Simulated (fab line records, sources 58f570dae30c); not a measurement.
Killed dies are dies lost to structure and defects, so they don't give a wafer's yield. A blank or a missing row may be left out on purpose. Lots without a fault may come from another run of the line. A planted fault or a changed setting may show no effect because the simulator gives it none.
Which tool did it? | flow berkeley_cmos170 | 15 lots, 45 wafers sampled, at 4 steps of a route of 331

WHAT THE GAUGES READ, wafer by wafer
UCB170_GATE_OVL_MEAS_13. Usual: GATE_OVL -1 nm, standard deviation 6.9.
lot  | measured     | on         | GATE_OVL (nm) | flag
L463 | day 7 12:47  | overlay-02 | -5 -7 3       |
L465 | day 7 13:14  | overlay-02 | -7 -4 -9      |
L462 | day 7 13:22  | overlay-01 | -7 2 -4       |
L468 | day 8 12:21  | overlay-02 | -2 -5 -5      |
L469 | day 8 12:28  | overlay-01 | -10 -12 -5    |
L466 | day 8 12:43  | overlay-02 | 1 1 1         |
L472 | day 8 22:16  | overlay-01 | -8 -14 -11    |
L471 | day 8 22:32  | overlay-02 | -10 0 -5      |
L470 | day 8 22:43  | overlay-01 | 5 -1 8        |
L478 | day 10 14:55 | overlay-01 | -10 -2 -5     |
L480 | day 11 06:25 | overlay-01 | 6 7 5         |
L479 | day 11 06:55 | overlay-02 | 3 -5 -2       |
L483 | day 11 15:00 | overlay-02 | -8 -7 0       |
L482 | day 11 15:15 | overlay-01 | -7 0 -3       |
L481 | day 11 15:22 | overlay-02 | 18 11 13      |

UCB170_NSD_TW_MEAS_10. Usual: NSD_TW 4226, standard deviation 30.
lot  | measured     | on            | NSD_TW         | flag
L463 | day 8 06:41  | film_metro-03 | 4268 4257 4248 |
L465 | day 8 07:07  | film_metro-01 | 4290 4267 4256 |
L462 | day 8 07:32  | film_metro-03 | 4228 4237 4253 |
L468 | day 9 07:03  | film_metro-03 | 4244 4235 4231 |
L469 | day 9 07:31  | film_metro-03 | 4223 4253 4243 |
L466 | day 9 07:47  | film_metro-03 | 4236 4251 4235 |
L472 | day 9 15:28  | film_metro-01 | 30 30 30       | OFF
L471 | day 9 15:41  | film_metro-04 | 30 30 30       | OFF
L470 | day 9 15:50  | film_metro-01 | 30 30 30       | OFF
L478 | day 11 05:38 | film_metro-01 | 4246 4230 4237 |
L480 | day 11 20:28 | film_metro-03 | 4258 4225 4240 |
L479 | day 11 20:38 | film_metro-01 | 4220 4222 4213 |
L483 | day 12 06:02 | film_metro-03 | 4252 4244 4263 |
L482 | day 12 06:29 | film_metro-03 | 4234 4272 4271 |
L481 | day 12 06:22 | film_metro-01 | 4255 4240 4255 |

WHICH TOOL RAN EACH LOT (tool, then ch and the chambers of the sampled wafers, then the start)
lot  | UCB170_PSD_STRIP_09                  | UCB170_NSD_STRIP_09
L463 | plasma_asher-01 ch 0,1, day 8 01:58  | plasma_asher-04 ch 0,1, day 8 06:37
L465 | plasma_asher-01 ch 0,1, day 8 02:40  | plasma_asher-03 ch 0,1, day 8 07:01
L462 | plasma_asher-01 ch 0,1, day 8 02:53  | plasma_asher-04 ch 0,1, day 8 07:25
L468 | plasma_asher-02 ch 0,1, day 9 03:19  | plasma_asher-02 ch 0,1, day 9 06:56
L469 | plasma_asher-04 ch 0,1, day 9 03:04  | plasma_asher-02 ch 0,1, day 9 07:25
L466 | plasma_asher-01 ch 0,1, day 9 03:35  | plasma_asher-03 ch 0,1, day 9 07:42
L472 | plasma_asher-04 ch 0,1, day 9 12:16  | plasma_asher-04 ch 0,1, day 9 15:22
L471 | plasma_asher-02 ch 0, day 9 12:47    | plasma_asher-02 ch 0,1, day 9 15:35
L470 | plasma_asher-01 ch 0,1, day 9 12:41  | plasma_asher-03 ch 0,1, day 9 15:44
L478 | plasma_asher-02 ch 0,1, day 11 04:01 | plasma_asher-02 ch 0,1, day 11 05:32
L480 | plasma_asher-02 ch 0, day 11 18:17   | plasma_asher-04 ch 0,1, day 11 20:22
L479 | plasma_asher-04 ch 0,1, day 11 18:35 | plasma_asher-02 ch 0,1, day 11 20:32
L483 | plasma_asher-01 ch 0,1, day 12 04:05 | plasma_asher-03 ch 0,1, day 12 05:56
L482 | plasma_asher-02 ch 0,1, day 12 04:24 | plasma_asher-02 ch 0,1, day 12 06:25
L481 | plasma_asher-04 ch 0,1, day 12 04:15 | plasma_asher-03 ch 0,1, day 12 06:17
- UCB170_PSD_STRIP_09: strips in O2.
- UCB170_NSD_STRIP_09: strips in O2.

WHAT THE TOOLS THEMSELVES READ (means of the sampled wafers that have a number; where no wafer has one, the mark that the record gives instead)
UCB170_PSD_STRIP_09. Usual: chamber_pressure_mTorr 3500 mTorr, standard deviation 3.2; drypump_motor_current_A 5.7 A, standard deviation 0.45; o2_flow_sccm 400.1 sccm, standard deviation 1.1; oes_product_au 0.598 a.u., standard deviation 0.0046; strip_time_to_endpoint_s 29.56 s, standard deviation 0.078.
lot  | tool            | chamber_pressure_mTorr (mTorr) | drypump_motor_current_A (A) | o2_flow_sccm (sccm) | oes_product_au (a.u.) | strip_time_to_endpoint_s (s) | flag
L463 | plasma_asher-01 | 3501                           | 5.8                         | 398.7               | 0.600                 | 29.55                        |
L465 | plasma_asher-01 | 3496                           | 5.8                         | 398.9               | 0.594                 | 29.61                        |
L462 | plasma_asher-01 | 3500                           | 5.8                         | 399.6               | 0.597                 | 29.51                        |
L468 | plasma_asher-02 | 3500                           | 6.0                         | 398.4               | 0.603                 | 29.64                        |
L469 | plasma_asher-04 | 3502                           | 5.6                         | 401.1               | 0.592                 | 29.56                        |
L466 | plasma_asher-01 | 3499                           | 5.8                         | 400.7               | 0.602                 | 29.65                        |
L472 | plasma_asher-04 | -                              | -                           | -                   | -                     | -                            | OFF
L471 | plasma_asher-02 | -                              | -                           | -                   | -                     | -                            | OFF
L470 | plasma_asher-01 | -                              | -                           | -                   | -                     | -                            | OFF
L478 | plasma_asher-02 | 3501                           | 6.0                         | 400.3               | 0.595                 | 29.48                        |
L480 | plasma_asher-02 | 3500                           | 4.8                         | 399.2               | 0.597                 | 29.54                        |
L479 | plasma_asher-04 | 3501                           | 5.6                         | 400.6               | 0.597                 | 29.55                        |
L483 | plasma_asher-01 | 3503                           | 5.8                         | 399.8               | 0.592                 | 29.56                        |
L482 | plasma_asher-02 | 3503                           | 6.0                         | 400.0               | 0.597                 | 29.42                        |
L481 | plasma_asher-04 | 3502                           | 5.6                         | 400.6               | 0.597                 | 29.46                        |

UCB170_NSD_STRIP_09. Usual: chamber_pressure_mTorr 3500 mTorr, standard deviation 3; drypump_motor_current_A 5.7 A, standard deviation 0.51; o2_flow_sccm 400.0 sccm, standard deviation 1.2; oes_product_au 0.533 a.u., standard deviation 0.0044; strip_time_to_endpoint_s 35.85 s, standard deviation 0.078.
lot  | tool            | chamber_pressure_mTorr (mTorr) | drypump_motor_current_A (A) | o2_flow_sccm (sccm) | oes_product_au (a.u.) | strip_time_to_endpoint_s (s) | flag
L463 | plasma_asher-04 | 3498                           | 5.6                         | 399.8               | 0.531                 | 35.73                        |
L465 | plasma_asher-03 | 3499                           | 5.7                         | 399.0               | 0.537                 | 35.77                        |
L462 | plasma_asher-04 | 3500                           | 5.6                         | 400.7               | 0.532                 | 35.78                        |
L468 | plasma_asher-02 | 3502                           | 5.4                         | 401.1               | 0.533                 | 35.85                        |
L469 | plasma_asher-02 | 3496                           | 6.0                         | 399.9               | 0.535                 | 35.88                        |
L466 | plasma_asher-03 | 3499                           | 5.8                         | 400.3               | 0.532                 | 35.89                        |
L472 | plasma_asher-04 | 3501                           | 5.6                         | 399.4               | 0.622                 | 62.12                        | OFF
L471 | plasma_asher-02 | 3500                           | 5.4                         | 400.2               | 0.620                 | 62.31                        | OFF
L470 | plasma_asher-03 | 3501                           | 5.7                         | 401.4               | 0.623                 | 61.96                        | OFF
L478 | plasma_asher-02 | 3501                           | 6.0                         | 401.4               | 0.532                 | 35.84                        |
L480 | plasma_asher-04 | 3499                           | 5.6                         | 399.3               | 0.533                 | 35.96                        |
L479 | plasma_asher-02 | 3502                           | 6.0                         | 399.3               | 0.532                 | 35.75                        |
L483 | plasma_asher-03 | 3500                           | 5.7                         | 399.9               | 0.536                 | 35.89                        |
L482 | plasma_asher-02 | 3499                           | 6.0                         | 400.4               | 0.533                 | 35.89                        |
L481 | plasma_asher-03 | 3499                           | 5.8                         | 399.0               | 0.532                 | 35.93                        |

THE ANSWER, worked out from the rows above alone
Rule: a lot is off if the mean of its wafers that have a number lies more than 3 standard deviations from the usual mean. A lot without any number at a reading at which 4 lots or more have one is off too. The other lots that the step has rows for count as sound. The gauges are gone through in route order, then the tools' own readings, and for those a lot's mean is taken as printed above. The first step at which some lot is off is used, and at that step the reading that is off furthest; a lot without a number counts as furthest.
Off: L472, L471, L470, at UCB170_NSD_TW_MEAS_10 (NSD_TW).
A tool fits if, at a process step before that reading, it ran every lot that is off, and no sound lot after the first of them. The gauges at UCB170_NSD_TW_MEAS_10 aren't tried: what is off there is off at UCB170_PSD_STRIP_09 too, on other tools, and a gauge's error can't cause that. None of those tried fits.

WHAT THE SIMULATOR HAD PUT IN
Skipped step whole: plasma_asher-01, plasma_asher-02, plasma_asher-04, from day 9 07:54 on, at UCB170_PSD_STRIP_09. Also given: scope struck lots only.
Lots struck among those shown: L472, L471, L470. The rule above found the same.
